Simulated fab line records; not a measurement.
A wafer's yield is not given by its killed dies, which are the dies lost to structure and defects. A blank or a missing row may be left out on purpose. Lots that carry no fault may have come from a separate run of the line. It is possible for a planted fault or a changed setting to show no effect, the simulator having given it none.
Split-lot trial    flow rit_cmos    route with 202 steps; 4 lots, 16 wafers read

THE SPLIT
At RIT_GATE_EXPOSE_13 (exposes mask M6, target cd 150 nm), the setting dose_mj was moved away from the recipe's 380 on 5 of the 16 wafers read, by -5.6% to +5.9%. The other wafers ran this setting at the recipe's value.

FROM THE SPLIT TO THE READING: what the file shows between them, 11 steps
- RIT_NLDD_IMPLANT_08 (also split here: dose_cm2)
- RIT_NLDD_STRIP_09: strips in O2, time 180 s
- RIT_NLDD_TW_MEAS_10
- RIT_PLDD_SOFTBAKE_02: time 60 s (also split here: temp_c)
- RIT_PLDD_EXPOSE_03: exposes mask M8, target cd 40900 nm
- RIT_PLDD_PEB_04
- RIT_PLDD_DEVELOP_05: develop time 50 s
- RIT_PLDD_IMPLANT_08 (also split here: dose_cm2)
- RIT_PLDD_STRIP_09: strips in O2, time 180 s
- RIT_PLDD_TW_MEAS_10
- RIT_PSD_COAT_01: resist thk 1000 nm (also split here: resist_thk_nm)

THE READING
etest.nmos_0p15.r_on_ohm_um (the simulator's own value, which no gauge read), at RIT_M1_PROBE_99. The file gives no usual value for it. Average 1134.7, standard deviation 72, over the 11 wafers here run with the recipe.

wafer   tool, chamber at the split  dose_mj as run  against the recipe  etest.nmos_0p15.r_on_ohm_um  against lot-mates on the recipe
L074.1  iline_stepper-01, 0         380             recipe              1192                         -
L074.2  iline_stepper-01, 0         358.8           -5.6%               1496                         +279.0
L074.3  iline_stepper-01, 0         380             recipe              1204                         -
L074.4  iline_stepper-01, 0         380             recipe              1255                         -
L074.6  iline_stepper-01, 0         358.8           -5.6%               1460                         +243.0
L076.1  iline_stepper-01, 0         380             recipe              1038                         -
L076.5  iline_stepper-01, 0         380             recipe              1042                         -
L076.6  iline_stepper-01, 0         380             recipe              1086                         -
L080.2  iline_stepper-02, 0         380             recipe              1084                         -
L080.3  iline_stepper-02, 0         380             recipe              1096                         -
L080.6  iline_stepper-02, 0         380             recipe              1088                         -
L084.2  iline_stepper-02, 0         380             recipe              1189                         -
L084.3  iline_stepper-02, 0         402.6           +5.9%               960.8                        -237.7
L084.4  iline_stepper-02, 0         380             recipe              1208                         -
L084.5  iline_stepper-02, 0         402.6           +5.9%               1048                         -150.5
L084.6  iline_stepper-02, 0         402.6           +5.9%               1007                         -191.5

FIT RESULTS
A straight line over all 16 wafers: etest.nmos_0p15.r_on_ohm_um changes by -37.8 for each +1% of dose_mj; r = -0.83; the points scatter about the line by 87.
The same after taking each lot's own level away (the mean of its wafers on the recipe; 16 wafers): -38.3 for each +1%; r = -0.97; scatter 32.
The reading moves by 2.3e+02 for the largest change in dose_mj, on that fit.
Across the lots, their own levels run from 1055.33 to 1217.00, a range of 2.2 times the standard deviation given above.
Hence the lot-to-lot level has little effect on the slope; both slopes agree.
Check: with one of the wafers moved furthest among these (+5.9%) left out of the fit, the line predicts -208 for it against its lot-mates. Against them it came out at -238.

FURTHER SPLITS ON THESE WAFERS
Other splits were also applied to these wafers ahead of the reading. Each is held against what the fit with the lots' levels taken away leaves over:
other split on the same wafers     wafers away from the commonest value  r with etest.nmos_0p15.r_on_ohm_um (lot level and that fit taken away)
RIT_ACTIVE_CVD_03 temp_c           11                                    +0.26
RIT_ACTIVE_COAT_06 spin_rpm        4                                     +0.00
RIT_ACTIVE_ETCH_13 pressure_mtorr  8                                     -0.21
RIT_FOX1_WET_ETCH_02 time_s        11                                    -0.01
RIT_NWELL_IMPLANT_08 energy_kev    8                                     -0.16
RIT_PWELL_IMPLANT_08 energy_kev    4                                     +0.01
RIT_NRETRO_IMPLANT_08 dose_cm2     7                                     +0.01
RIT_GATE_OXIDATION_05 temp_c       11                                    +0.31
RIT_NLDD_IMPLANT_08 dose_cm2       8                                     -0.42
RIT_PLDD_SOFTBAKE_02 temp_c        5                                     +0.20
RIT_PLDD_IMPLANT_08 dose_cm2       6                                     +0.28
RIT_PSD_COAT_01 resist_thk_nm      5                                     +0.09

THE WHOLE CHAIN: every reading that the file lists as answering this split, in the file's order
step             what it does  reading                                                                         change (the file's fit)            r (the file's)
RIT_M1_PROBE_99                etest.pmos_turned.r_on_ohm_um (the simulator's own value, which no gauge read)  -132 for each +1% of the setting   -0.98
RIT_M1_PROBE_99                etest.pmos_0p15.r_on_ohm_um (the simulator's own value, which no gauge read)    -134 for each +1% of the setting   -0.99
RIT_M1_PROBE_99                etest.nmos_0p15.r_on_ohm_um (the simulator's own value, which no gauge read)    -39.2 for each +1% of the setting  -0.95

THE FILE'S OWN FIT
etest.nmos_0p15.r_on_ohm_um changes by -39.2 for each +1% of dose_mj, r = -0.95.
